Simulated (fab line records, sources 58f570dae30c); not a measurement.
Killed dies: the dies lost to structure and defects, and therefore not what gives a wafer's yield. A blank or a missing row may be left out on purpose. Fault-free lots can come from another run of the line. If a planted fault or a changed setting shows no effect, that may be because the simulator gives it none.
fab line records || flow berkeleyCmos170 || part 2 of 2: steps 28 to 37 of 37
record {"lots": 5, "wafers": 15, "lastDay": 12}
route steps=331 shown PSD@183 NSD@187 BACKSIDE@199 SDANNEAL@204 PLDD@208 NLDD@209 SILICIDE@210 CONTACT@216
lots that met no fault: from a run of the same line without faults
startH: hours from the record's first day to the start of the lot's first wafer shown || waitH: hours elapsed since this lot's preceding step || " identical to the entry in the row above || L1.1+2: a single row standing in for several wafers || - no value present, or no start provided || * or withheld: withheld || < > ~ a bound
route shown NAME@n: names a module that has steps shown in the file, with the first one's number in the route || usual: average and standard deviation across the fault-free wafers || same: alike in all rows || chamber/n: place in a boat || sites: the reading at each site || _std_site: the values' standard deviation || _edge_site: inner sites' mean taken away from outer sites' mean || radiusMm: for every site, how far away it sits from the centre of the wafer || mask NAME#n: copy n || behind: the most recent tool/chamber to have shaped the wafer || hold: cause of the lot's hold/its duration in hours/its outcome || device: the transistor (n, p or np) that didn't switch || end of line: the route-end tests of the same wafers || a step given without rows: its recipe and nothing more || killed: not the wafer's yield, but the dies lost to structure and defects at the first sort || map: a wafer's dies, x killed, . not, _ none there
set.NAME: setting as actually run; set.NAME@STEP: the setting as run at that earlier step || model.NAME: the simulator's own value behind a step, which no gauge read
a table for each step, a row for each wafer; lots at some steps of the route
services: from which hour (startH, from the record's first day; less than 0 if before it) a tool's chamber was out of use, for how many hours, and why
## steps
# step UCB170_SILICIDE_PRE_CLEAN_00
# recipe {"gas": "Ar", "precleanEtchTimeS": 60}
{"lot.wafer": "L077.1+4+6", "tool": "pvdSputter-02", "chamber": "-", "startH": 161.20, "waitH": 0.1}
{"lot.wafer": "L076.1+2+5", "tool": "pvdSputter-01", "chamber": "-", "startH": 161.21, "waitH": 0.1}
{"lot.wafer": "L084.1+4+6", "tool": "pvdSputter-02", "chamber": "-", "startH": 199.96, "waitH": 0.1}
{"lot.wafer": "L090.1+3+4", "tool": "pvdSputter-02", "chamber": "-", "startH": 218.15, "waitH": 0.1}
{"lot.wafer": "L095.1+3+6", "tool": "pvdSputter-02", "chamber": "-", "startH": 251.74, "waitH": 0.1}
# step UCB170_SILICIDE_SPUTTER_01
# recipe {"material": "Ti", "targetThkNm": 30, "timeS": 25, "powerW": 1500, "chamberPressurePa": 0.5}
# usual {"throttleValvePct": "30.4/1.7"}
{"lot.wafer": "L077.1", "tool": "pvdSputter-02", "chamber": "-", "startH": 161.27, "waitH": 0.0, "throttleValvePct": 30.0}
{"lot.wafer": "L077.4", "tool": "pvdSputter-02", "chamber": "-", "startH": 161.27, "waitH": 0.0, "throttleValvePct": 31.7}
{"lot.wafer": "L077.6", "tool": "pvdSputter-02", "chamber": "-", "startH": 161.27, "waitH": 0.0, "throttleValvePct": 31.7}
{"lot.wafer": "L076.1", "tool": "pvdSputter-01", "chamber": "-", "startH": 161.27, "waitH": 0.0, "throttleValvePct": 27.5}
{"lot.wafer": "L076.2", "tool": "pvdSputter-01", "chamber": "-", "startH": 161.27, "waitH": 0.0, "throttleValvePct": 30.3}
{"lot.wafer": "L076.5", "tool": "pvdSputter-01", "chamber": "-", "startH": 161.27, "waitH": 0.0, "throttleValvePct": 32.4}
{"lot.wafer": "L084.1", "tool": "pvdSputter-02", "chamber": "-", "startH": 200.02, "waitH": 0.0, "throttleValvePct": 30.4}
{"lot.wafer": "L084.4", "tool": "pvdSputter-02", "chamber": "-", "startH": 200.02, "waitH": 0.0, "throttleValvePct": 31.9}
{"lot.wafer": "L084.6", "tool": "pvdSputter-02", "chamber": "-", "startH": 200.02, "waitH": 0.0, "throttleValvePct": 31.9}
{"lot.wafer": "L090.1", "tool": "pvdSputter-02", "chamber": "-", "startH": 218.22, "waitH": 0.0, "throttleValvePct": 31.7}
{"lot.wafer": "L090.3", "tool": "pvdSputter-02", "chamber": "-", "startH": 218.22, "waitH": 0.0, "throttleValvePct": 28.0}
{"lot.wafer": "L090.4", "tool": "pvdSputter-02", "chamber": "-", "startH": 218.22, "waitH": 0.0, "throttleValvePct": 31.8}
{"lot.wafer": "L095.1", "tool": "pvdSputter-02", "chamber": "-", "startH": 251.81, "waitH": 0.0, "throttleValvePct": 30.3}
{"lot.wafer": "L095.3", "tool": "pvdSputter-02", "chamber": "-", "startH": 251.81, "waitH": 0.0, "throttleValvePct": 31.9}
{"lot.wafer": "L095.6", "tool": "pvdSputter-02", "chamber": "-", "startH": 251.81, "waitH": 0.0, "throttleValvePct": 31.7}
# step UCB170_SILICIDE_RS_MEAS_02
# recipe {"thkMeasGauge": "four-point-probe", "reads": "Ti_of_SILICIDE_SPUTTER_01"}
# usual {"SILICIDE_TI_RS": "26.2/0.36"}
{"lot.wafer": "L077.1", "tool": "filmMetro-03", "chamber": "-", "startH": 161.30, "waitH": 0.0, "SILICIDE_TI_RS[ohm/sq]": 26.5}
{"lot.wafer": "L077.4", "tool": "filmMetro-03", "chamber": "-", "startH": 161.30, "waitH": 0.0, "SILICIDE_TI_RS[ohm/sq]": 26.0}
{"lot.wafer": "L077.6", "tool": "filmMetro-03", "chamber": "-", "startH": 161.30, "waitH": 0.0, "SILICIDE_TI_RS[ohm/sq]": 26.4}
{"lot.wafer": "L076.1", "tool": "filmMetro-01", "chamber": "-", "startH": 161.35, "waitH": 0.1, "SILICIDE_TI_RS[ohm/sq]": 26.4}
{"lot.wafer": "L076.2", "tool": "filmMetro-01", "chamber": "-", "startH": 161.35, "waitH": 0.1, "SILICIDE_TI_RS[ohm/sq]": 26.2}
{"lot.wafer": "L076.5", "tool": "filmMetro-01", "chamber": "-", "startH": 161.35, "waitH": 0.1, "SILICIDE_TI_RS[ohm/sq]": 26.1}
{"lot.wafer": "L084.1", "tool": "filmMetro-03", "chamber": "-", "startH": 200.05, "waitH": 0.0, "SILICIDE_TI_RS[ohm/sq]": 26.4}
{"lot.wafer": "L084.4", "tool": "filmMetro-03", "chamber": "-", "startH": 200.05, "waitH": 0.0, "SILICIDE_TI_RS[ohm/sq]": 25.8}
{"lot.wafer": "L084.6", "tool": "filmMetro-03", "chamber": "-", "startH": 200.05, "waitH": 0.0, "SILICIDE_TI_RS[ohm/sq]": 26.2}
{"lot.wafer": "L090.1", "tool": "filmMetro-01", "chamber": "-", "startH": 218.25, "waitH": 0.0, "SILICIDE_TI_RS[ohm/sq]": 26.6}
{"lot.wafer": "L090.3", "tool": "filmMetro-01", "chamber": "-", "startH": 218.25, "waitH": 0.0, "SILICIDE_TI_RS[ohm/sq]": 26.3}
{"lot.wafer": "L090.4", "tool": "filmMetro-01", "chamber": "-", "startH": 218.25, "waitH": 0.0, "SILICIDE_TI_RS[ohm/sq]": 26.3}
{"lot.wafer": "L095.1", "tool": "filmMetro-01", "chamber": "-", "startH": 251.84, "waitH": 0.0, "SILICIDE_TI_RS[ohm/sq]": 26.5}
{"lot.wafer": "L095.3", "tool": "filmMetro-01", "chamber": "-", "startH": 251.84, "waitH": 0.0, "SILICIDE_TI_RS[ohm/sq]": 25.9}
{"lot.wafer": "L095.6", "tool": "filmMetro-01", "chamber": "-", "startH": 251.84, "waitH": 0.0, "SILICIDE_TI_RS[ohm/sq]": 26.0}
# step UCB170_SILICIDE_THK_MEAS_03
# recipe {"thkMeasGauge": "xrf", "reads": "Ti_of_SILICIDE_SPUTTER_01"}
# usual {"SILICIDE_TI_THK": "29.6/0.34"}
{"lot.wafer": "L077.1", "tool": "filmMetro-03", "chamber": "-", "startH": 161.42, "waitH": 0.1, "SILICIDE_TI_THK[nm]": 29.3}
{"lot.wafer": "L077.4", "tool": "filmMetro-03", "chamber": "-", "startH": 161.42, "waitH": 0.1, "SILICIDE_TI_THK[nm]": 29.8}
{"lot.wafer": "L077.6", "tool": "filmMetro-03", "chamber": "-", "startH": 161.42, "waitH": 0.1, "SILICIDE_TI_THK[nm]": 29.3}
{"lot.wafer": "L076.1", "tool": "filmMetro-01", "chamber": "-", "startH": 161.47, "waitH": 0.1, "SILICIDE_TI_THK[nm]": 29.4}
{"lot.wafer": "L076.2", "tool": "filmMetro-01", "chamber": "-", "startH": 161.47, "waitH": 0.1, "SILICIDE_TI_THK[nm]": 29.6}
{"lot.wafer": "L076.5", "tool": "filmMetro-01", "chamber": "-", "startH": 161.47, "waitH": 0.1, "SILICIDE_TI_THK[nm]": 29.5}
{"lot.wafer": "L084.1", "tool": "filmMetro-03", "chamber": "-", "startH": 200.17, "waitH": 0.1, "SILICIDE_TI_THK[nm]": 29.2}
{"lot.wafer": "L084.4", "tool": "filmMetro-03", "chamber": "-", "startH": 200.17, "waitH": 0.1, "SILICIDE_TI_THK[nm]": 29.7}
{"lot.wafer": "L084.6", "tool": "filmMetro-03", "chamber": "-", "startH": 200.17, "waitH": 0.1, "SILICIDE_TI_THK[nm]": 29.5}
{"lot.wafer": "L090.1", "tool": "filmMetro-01", "chamber": "-", "startH": 218.37, "waitH": 0.1, "SILICIDE_TI_THK[nm]": 29.3}
{"lot.wafer": "L090.3", "tool": "filmMetro-01", "chamber": "-", "startH": 218.37, "waitH": 0.1, "SILICIDE_TI_THK[nm]": 29.4}
{"lot.wafer": "L090.4", "tool": "filmMetro-01", "chamber": "-", "startH": 218.37, "waitH": 0.1, "SILICIDE_TI_THK[nm]": 29.3}
{"lot.wafer": "L095.1", "tool": "filmMetro-01", "chamber": "-", "startH": 251.96, "waitH": 0.1, "SILICIDE_TI_THK[nm]": 29.3}
{"lot.wafer": "L095.3", "tool": "filmMetro-01", "chamber": "-", "startH": 251.96, "waitH": 0.1, "SILICIDE_TI_THK[nm]": 29.9}
{"lot.wafer": "L095.6", "tool": "filmMetro-01", "chamber": "-", "startH": 251.96, "waitH": 0.1, "SILICIDE_TI_THK[nm]": 29.7}
# step UCB170_SILICIDE_RTA_04
# recipe {"tempC": 650, "timeS": 15, "ambient": "N2"}
# usual {"chamberO2Ppm": "2.003/0.022", "lampPowerPct": "10.0/1.1", "wafer_temp_C_max": "652.8/1.2"}
{"lot.wafer": "L077.1", "tool": "rtpAnneal-01", "chamber": 0, "startH": 161.48, "waitH": 0.1, "chamberO2Ppm": 2.009, "lampPowerPct": 11.2, "wafer_temp_C_max": 653.5}
{"lot.wafer": "L077.4", "tool": "rtpAnneal-01", "chamber": 0, "startH": 161.48, "waitH": 0.1, "chamberO2Ppm": 1.982, "lampPowerPct": 11.2, "wafer_temp_C_max": 655.3}
{"lot.wafer": "L077.6", "tool": "rtpAnneal-01", "chamber": 0, "startH": 161.48, "waitH": 0.1, "chamberO2Ppm": 2.001, "lampPowerPct": 11.2, "wafer_temp_C_max": 654.8}
{"lot.wafer": "L076.1", "tool": "rtpAnneal-02", "chamber": 0, "startH": 161.53, "waitH": 0.1, "chamberO2Ppm": 2.026, "lampPowerPct": 9.1, "wafer_temp_C_max": 651.6}
{"lot.wafer": "L076.2", "tool": "rtpAnneal-02", "chamber": 0, "startH": 161.53, "waitH": 0.1, "chamberO2Ppm": 2.007, "lampPowerPct": 9.1, "wafer_temp_C_max": 651.4}
{"lot.wafer": "L076.5", "tool": "rtpAnneal-02", "chamber": 0, "startH": 161.53, "waitH": 0.1, "chamberO2Ppm": 2.030, "lampPowerPct": 9.1, "wafer_temp_C_max": 651.7}
{"lot.wafer": "L084.1", "tool": "rtpAnneal-02", "chamber": 0, "startH": 200.23, "waitH": 0.1, "chamberO2Ppm": 2.026, "lampPowerPct": 9.0, "wafer_temp_C_max": 651.5}
{"lot.wafer": "L084.4", "tool": "rtpAnneal-02", "chamber": 0, "startH": 200.23, "waitH": 0.1, "chamberO2Ppm": 2.008, "lampPowerPct": 9.0, "wafer_temp_C_max": 651.5}
{"lot.wafer": "L084.6", "tool": "rtpAnneal-02", "chamber": 0, "startH": 200.23, "waitH": 0.1, "chamberO2Ppm": 1.970, "lampPowerPct": 9.1, "wafer_temp_C_max": 652.2}
{"lot.wafer": "L090.1", "tool": "rtpAnneal-01", "chamber": 0, "startH": 218.43, "waitH": 0.1, "chamberO2Ppm": 1.992, "lampPowerPct": 11.2, "wafer_temp_C_max": 654.9}
{"lot.wafer": "L090.3", "tool": "rtpAnneal-01", "chamber": 0, "startH": 218.43, "waitH": 0.1, "chamberO2Ppm": 1.984, "lampPowerPct": 11.2, "wafer_temp_C_max": 653.8}
{"lot.wafer": "L090.4", "tool": "rtpAnneal-01", "chamber": 0, "startH": 218.43, "waitH": 0.1, "chamberO2Ppm": 2.000, "lampPowerPct": 11.2, "wafer_temp_C_max": 653.5}
{"lot.wafer": "L095.1", "tool": "rtpAnneal-02", "chamber": 0, "startH": 252.02, "waitH": 0.1, "chamberO2Ppm": 2.009, "lampPowerPct": 9.1, "wafer_temp_C_max": 651.8}
{"lot.wafer": "L095.3", "tool": "rtpAnneal-02", "chamber": 0, "startH": 252.02, "waitH": 0.1, "chamberO2Ppm": 1.990, "lampPowerPct": 9.1, "wafer_temp_C_max": 651.9}
{"lot.wafer": "L095.6", "tool": "rtpAnneal-02", "chamber": 0, "startH": 252.02, "waitH": 0.1, "chamberO2Ppm": 1.982, "lampPowerPct": 9.1, "wafer_temp_C_max": 651.4}
# step UCB170_SILICIDE_WET_ETCH_05
# recipe {"chemistry": "SPM", "timeS": 45, "tempC": 120, "target": "Ti"}
# usual {"bathHeatDutyPct": "12.5/0.81"}
{"lot.wafer": "L076.1", "tool": "wetBench-03", "chamber": 0, "startH": 161.67, "waitH": 0.1, "bathHeatDutyPct": 12.1}
{"lot.wafer": "L076.2", "tool": "wetBench-03", "chamber": 0, "startH": 161.67, "waitH": 0.1, "bathHeatDutyPct": 12.4}
{"lot.wafer": "L076.5", "tool": "wetBench-03", "chamber": 0, "startH": 161.67, "waitH": 0.1, "bathHeatDutyPct": 12.5}
{"lot.wafer": "L077.1", "tool": "wetBench-03", "chamber": 1, "startH": 161.67, "waitH": 0.2, "bathHeatDutyPct": 12.9}
{"lot.wafer": "L077.4", "tool": "wetBench-03", "chamber": 1, "startH": 161.67, "waitH": 0.2, "bathHeatDutyPct": 11.6}
{"lot.wafer": "L077.6", "tool": "wetBench-03", "chamber": 1, "startH": 161.67, "waitH": 0.2, "bathHeatDutyPct": 12.0}
{"lot.wafer": "L084.1", "tool": "wetBench-03", "chamber": 1, "startH": 200.31, "waitH": 0.1, "bathHeatDutyPct": 11.6}
{"lot.wafer": "L084.4", "tool": "wetBench-03", "chamber": 1, "startH": 200.31, "waitH": 0.1, "bathHeatDutyPct": 11.3}
{"lot.wafer": "L084.6", "tool": "wetBench-03", "chamber": 1, "startH": 200.31, "waitH": 0.1, "bathHeatDutyPct": 11.5}
{"lot.wafer": "L090.1", "tool": "wetBench-04", "chamber": 0, "startH": 218.50, "waitH": 0.1, "bathHeatDutyPct": 12.0}
{"lot.wafer": "L090.3", "tool": "wetBench-04", "chamber": 0, "startH": 218.50, "waitH": 0.1, "bathHeatDutyPct": 12.1}
{"lot.wafer": "L090.4", "tool": "wetBench-04", "chamber": 0, "startH": 218.50, "waitH": 0.1, "bathHeatDutyPct": 12.6}
{"lot.wafer": "L095.1", "tool": "wetBench-03", "chamber": 0, "startH": 252.10, "waitH": 0.1, "bathHeatDutyPct": 12.5}
{"lot.wafer": "L095.3", "tool": "wetBench-03", "chamber": 0, "startH": 252.10, "waitH": 0.1, "bathHeatDutyPct": 12.8}
{"lot.wafer": "L095.6", "tool": "wetBench-03", "chamber": 0, "startH": 252.10, "waitH": 0.1, "bathHeatDutyPct": 13.3}
# step UCB170_CONTACT_CLEAN_00
# recipe {"chemistry": "SPM", "tempC": 120, "timeS": 600}
# usual {"bathHeatDutyPct": "12.8/1"}
{"lot.wafer": "L076.1", "tool": "wetBench-03", "chamber": 1, "startH": 161.69, "waitH": 0.0, "bathHeatDutyPct": 12.7}
{"lot.wafer": "L076.2", "tool": "wetBench-03", "chamber": 1, "startH": 161.69, "waitH": 0.0, "bathHeatDutyPct": 12.0}
{"lot.wafer": "L076.5", "tool": "wetBench-03", "chamber": 1, "startH": 161.69, "waitH": 0.0, "bathHeatDutyPct": 12.3}
{"lot.wafer": "L077.1", "tool": "wetBench-03", "chamber": 2, "startH": 161.69, "waitH": 0.0, "bathHeatDutyPct": 12.2}
{"lot.wafer": "L077.4", "tool": "wetBench-03", "chamber": 2, "startH": 161.69, "waitH": 0.0, "bathHeatDutyPct": 13.4}
{"lot.wafer": "L077.6", "tool": "wetBench-03", "chamber": 2, "startH": 161.69, "waitH": 0.0, "bathHeatDutyPct": 12.3}
{"lot.wafer": "L084.1", "tool": "wetBench-01", "chamber": 1, "startH": 200.33, "waitH": 0.0, "bathHeatDutyPct": 13.5}
{"lot.wafer": "L084.4", "tool": "wetBench-01", "chamber": 1, "startH": 200.33, "waitH": 0.0, "bathHeatDutyPct": 13.8}
{"lot.wafer": "L084.6", "tool": "wetBench-01", "chamber": 1, "startH": 200.33, "waitH": 0.0, "bathHeatDutyPct": 13.6}
{"lot.wafer": "L090.1", "tool": "wetBench-03", "chamber": 3, "startH": 218.53, "waitH": 0.0, "bathHeatDutyPct": 12.8}
{"lot.wafer": "L090.3", "tool": "wetBench-03", "chamber": 3, "startH": 218.53, "waitH": 0.0, "bathHeatDutyPct": 12.2}
{"lot.wafer": "L090.4", "tool": "wetBench-03", "chamber": 3, "startH": 218.53, "waitH": 0.0, "bathHeatDutyPct": 12.1}
{"lot.wafer": "L095.1", "tool": "wetBench-03", "chamber": 1, "startH": 252.14, "waitH": 0.0, "bathHeatDutyPct": 11.3}
{"lot.wafer": "L095.3", "tool": "wetBench-03", "chamber": 1, "startH": 252.14, "waitH": 0.0, "bathHeatDutyPct": 12.5}
{"lot.wafer": "L095.6", "tool": "wetBench-03", "chamber": 1, "startH": 252.14, "waitH": 0.0, "bathHeatDutyPct": 11.2}
# step UCB170_CONTACT_CVD_01
# recipe {"material": "PSG", "targetThkNm": 700, "tempC": 450, "precursor": "SiH4/O2/PH3", "timeS": 2820, "pressureMtorr": 300, "sih4FlowSccm": 60, "o2FlowSccm": 90, "ph3FlowSccm": 25}
# usual {"o2FlowSccm": "90.02/0.27", "spikeTcCentreC": "451.4/1.3", "spikeTcSourceC": "469.7/2", "zonePowerCentrePct": "19.6/1.9"}
{"lot.wafer": "L076.1", "tool": "lpcvd-01", "chamber": 1, "startH": 161.87, "waitH": 0.0, "o2FlowSccm": 90.05, "spikeTcCentreC": 450.9, "spikeTcSourceC": 471.6, "zonePowerCentrePct": 19.0}
{"lot.wafer": "L076.2", "tool": "lpcvd-01", "chamber": 1, "startH": 161.87, "waitH": 0.0, "o2FlowSccm": 90.66, "spikeTcCentreC": 450.8, "spikeTcSourceC": 472.4, "zonePowerCentrePct": 18.6}
{"lot.wafer": "L076.5", "tool": "lpcvd-01", "chamber": 1, "startH": 161.87, "waitH": 0.0, "o2FlowSccm": 90.19, "spikeTcCentreC": 449.6, "spikeTcSourceC": 470.0, "zonePowerCentrePct": 18.8}
{"lot.wafer": "L077.1", "tool": "lpcvd-01", "chamber": 0, "startH": 161.87, "waitH": 0.0, "o2FlowSccm": 90.24, "spikeTcCentreC": 452.5, "spikeTcSourceC": 468.6, "zonePowerCentrePct": 17.9}
{"lot.wafer": "L077.4", "tool": "lpcvd-01", "chamber": 0, "startH": 161.87, "waitH": 0.0, "o2FlowSccm": 89.98, "spikeTcCentreC": 452.4, "spikeTcSourceC": 470.8, "zonePowerCentrePct": 17.6}
{"lot.wafer": "L077.6", "tool": "lpcvd-01", "chamber": 0, "startH": 161.87, "waitH": 0.0, "o2FlowSccm": 89.69, "spikeTcCentreC": 452.2, "spikeTcSourceC": 470.0, "zonePowerCentrePct": 18.0}
{"lot.wafer": "L084.1", "tool": "lpcvd-02", "chamber": 1, "startH": 200.52, "waitH": 0.0, "o2FlowSccm": 89.64, "spikeTcCentreC": 453.1, "spikeTcSourceC": 471.5, "zonePowerCentrePct": 18.4}
{"lot.wafer": "L084.4", "tool": "lpcvd-02", "chamber": 1, "startH": 200.52, "waitH": 0.0, "o2FlowSccm": 89.83, "spikeTcCentreC": 451.6, "spikeTcSourceC": 469.1, "zonePowerCentrePct": 18.5}
{"lot.wafer": "L084.6", "tool": "lpcvd-02", "chamber": 1, "startH": 200.52, "waitH": 0.0, "o2FlowSccm": 89.86, "spikeTcCentreC": 452.4, "spikeTcSourceC": 470.7, "zonePowerCentrePct": 18.4}
{"lot.wafer": "L090.1", "tool": "lpcvd-01", "chamber": 0, "startH": 219.41, "waitH": 0.7, "o2FlowSccm": 89.75, "spikeTcCentreC": 449.7, "spikeTcSourceC": 469.1, "zonePowerCentrePct": 17.8}
{"lot.wafer": "L090.3", "tool": "lpcvd-01", "chamber": 0, "startH": 219.41, "waitH": 0.7, "o2FlowSccm": 89.48, "spikeTcCentreC": 450.3, "spikeTcSourceC": 472.0, "zonePowerCentrePct": 18.0}
{"lot.wafer": "L090.4", "tool": "lpcvd-01", "chamber": 0, "startH": 219.41, "waitH": 0.7, "o2FlowSccm": 89.79, "spikeTcCentreC": 450.9, "spikeTcSourceC": 471.9, "zonePowerCentrePct": 17.7}
{"lot.wafer": "L095.1", "tool": "lpcvd-02", "chamber": 0, "startH": 252.63, "waitH": 0.3, "o2FlowSccm": 89.81, "spikeTcCentreC": 452.4, "spikeTcSourceC": 467.1, "zonePowerCentrePct": 22.6}
{"lot.wafer": "L095.3", "tool": "lpcvd-02", "chamber": 0, "startH": 252.63, "waitH": 0.3, "o2FlowSccm": 90.04, "spikeTcCentreC": 451.9, "spikeTcSourceC": 467.5, "zonePowerCentrePct": 22.4}
{"lot.wafer": "L095.6", "tool": "lpcvd-02", "chamber": 0, "startH": 252.63, "waitH": 0.3, "o2FlowSccm": 89.98, "spikeTcCentreC": 451.4, "spikeTcSourceC": 467.4, "zonePowerCentrePct": 22.3}
# step UCB170_CONTACT_THK_MEAS_02
# recipe {"reads": "PSG_of_CONTACT_CVD_01"}
# usual {"CONTACT_PSG_THK": "699/6"}
{"lot.wafer": "L076.1", "tool": "filmMetro-04", "chamber": "-", "startH": 163.65, "waitH": 0.0, "CONTACT_PSG_THK[nm]": 698}
{"lot.wafer": "L076.2", "tool": "filmMetro-04", "chamber": "-", "startH": 163.65, "waitH": 0.0, "CONTACT_PSG_THK[nm]": 698}
{"lot.wafer": "L076.5", "tool": "filmMetro-04", "chamber": "-", "startH": 163.65, "waitH": 0.0, "CONTACT_PSG_THK[nm]": 703}
{"lot.wafer": "L077.1", "tool": "filmMetro-02", "chamber": "-", "startH": 163.65, "waitH": 0.0, "CONTACT_PSG_THK[nm]": 700}
{"lot.wafer": "L077.4", "tool": "filmMetro-02", "chamber": "-", "startH": 163.65, "waitH": 0.0, "CONTACT_PSG_THK[nm]": 698}
{"lot.wafer": "L077.6", "tool": "filmMetro-02", "chamber": "-", "startH": 163.65, "waitH": 0.0, "CONTACT_PSG_THK[nm]": 698}
{"lot.wafer": "L084.1", "tool": "filmMetro-01", "chamber": "-", "startH": 203.20, "waitH": 0.0, "CONTACT_PSG_THK[nm]": 701}
{"lot.wafer": "L084.4", "tool": "filmMetro-01", "chamber": "-", "startH": 203.20, "waitH": 0.0, "CONTACT_PSG_THK[nm]": 703}
{"lot.wafer": "L084.6", "tool": "filmMetro-01", "chamber": "-", "startH": 203.20, "waitH": 0.0, "CONTACT_PSG_THK[nm]": 703}
{"lot.wafer": "L090.1", "tool": "filmMetro-02", "chamber": "-", "startH": 221.19, "waitH": 0.0, "CONTACT_PSG_THK[nm]": 703}
{"lot.wafer": "L090.3", "tool": "filmMetro-02", "chamber": "-", "startH": 221.19, "waitH": 0.0, "CONTACT_PSG_THK[nm]": 708}
{"lot.wafer": "L090.4", "tool": "filmMetro-02", "chamber": "-", "startH": 221.19, "waitH": 0.0, "CONTACT_PSG_THK[nm]": 701}
{"lot.wafer": "L095.1", "tool": "filmMetro-04", "chamber": "-", "startH": 254.41, "waitH": 0.0, "CONTACT_PSG_THK[nm]": 689}
{"lot.wafer": "L095.3", "tool": "filmMetro-04", "chamber": "-", "startH": 254.41, "waitH": 0.0, "CONTACT_PSG_THK[nm]": 691}
{"lot.wafer": "L095.6", "tool": "filmMetro-04", "chamber": "-", "startH": 254.41, "waitH": 0.0, "CONTACT_PSG_THK[nm]": 696}
# step UCB170_CONTACT_HMDS_03
# recipe {"primeTimeS": 60, "primeTempC": 100}
{"lot.wafer": "L077.1+4+6", "tool": "lithoTrack-02", "chamber": 0, "startH": 163.71, "waitH": 0.1}
{"lot.wafer": "L076.1+2+5", "tool": "lithoTrack-03", "chamber": 0, "startH": 163.90, "waitH": 0.2}
{"lot.wafer": "L084.1+4+6", "tool": "lithoTrack-03", "chamber": 0, "startH": 203.26, "waitH": 0.1}
{"lot.wafer": "L090.1+3+4", "tool": "lithoTrack-03", "chamber": 0, "startH": 221.81, "waitH": 0.6}
{"lot.wafer": "L095.1+3+6", "tool": "lithoTrack-03", "chamber": 0, "startH": 254.60, "waitH": 0.2}
## services
{"tool": "wetBench-04", "chamber": "-", "startH": 131.68, "hours": 1.9, "kind": "pm"}
{"tool": "krfScanner-02", "chamber": "-", "startH": 135.82, "hours": 0.5, "kind": "repair"}
{"tool": "implanter-04", "chamber": "-", "startH": 145.71, "hours": 4.1, "kind": "pm"}
{"tool": "plasmaAsher-04", "chamber": "-", "startH": 167.26, "hours": 5.8, "kind": "repair"}
{"tool": "implanter-03", "chamber": "-", "startH": 167.80, "hours": 6.3, "kind": "repair"}
{"tool": "implanter-02", "chamber": "-", "startH": 173.81, "hours": 3.4, "kind": "pm"}
{"tool": "plasmaAsher-01", "chamber": "-", "startH": 176.79, "hours": 3.4, "kind": "repair"}
{"tool": "lpcvd-01", "chamber": "-", "startH": 188.44, "hours": 6.0, "kind": "pm"}
{"tool": "implanter-03", "chamber": "-", "startH": 211.31, "hours": 6.1, "kind": "repair"}
{"tool": "plasmaAsher-01", "chamber": "-", "startH": 211.97, "hours": 2.7, "kind": "repair"}
{"tool": "implanter-03", "chamber": "-", "startH": 224.80, "hours": 2.7, "kind": "pm"}
{"tool": "krfScanner-01", "chamber": "-", "startH": 225.79, "hours": 1.0, "kind": "pm"}
{"tool": "krfScanner-01", "chamber": "-", "startH": 238.09, "hours": 3.6, "kind": "pm"}
{"tool": "rtpAnneal-01", "chamber": "-", "startH": 247.28, "hours": 1.5, "kind": "pm"}
{"tool": "implanter-02", "chamber": "-", "startH": 249.08, "hours": 5.4, "kind": "pm"}
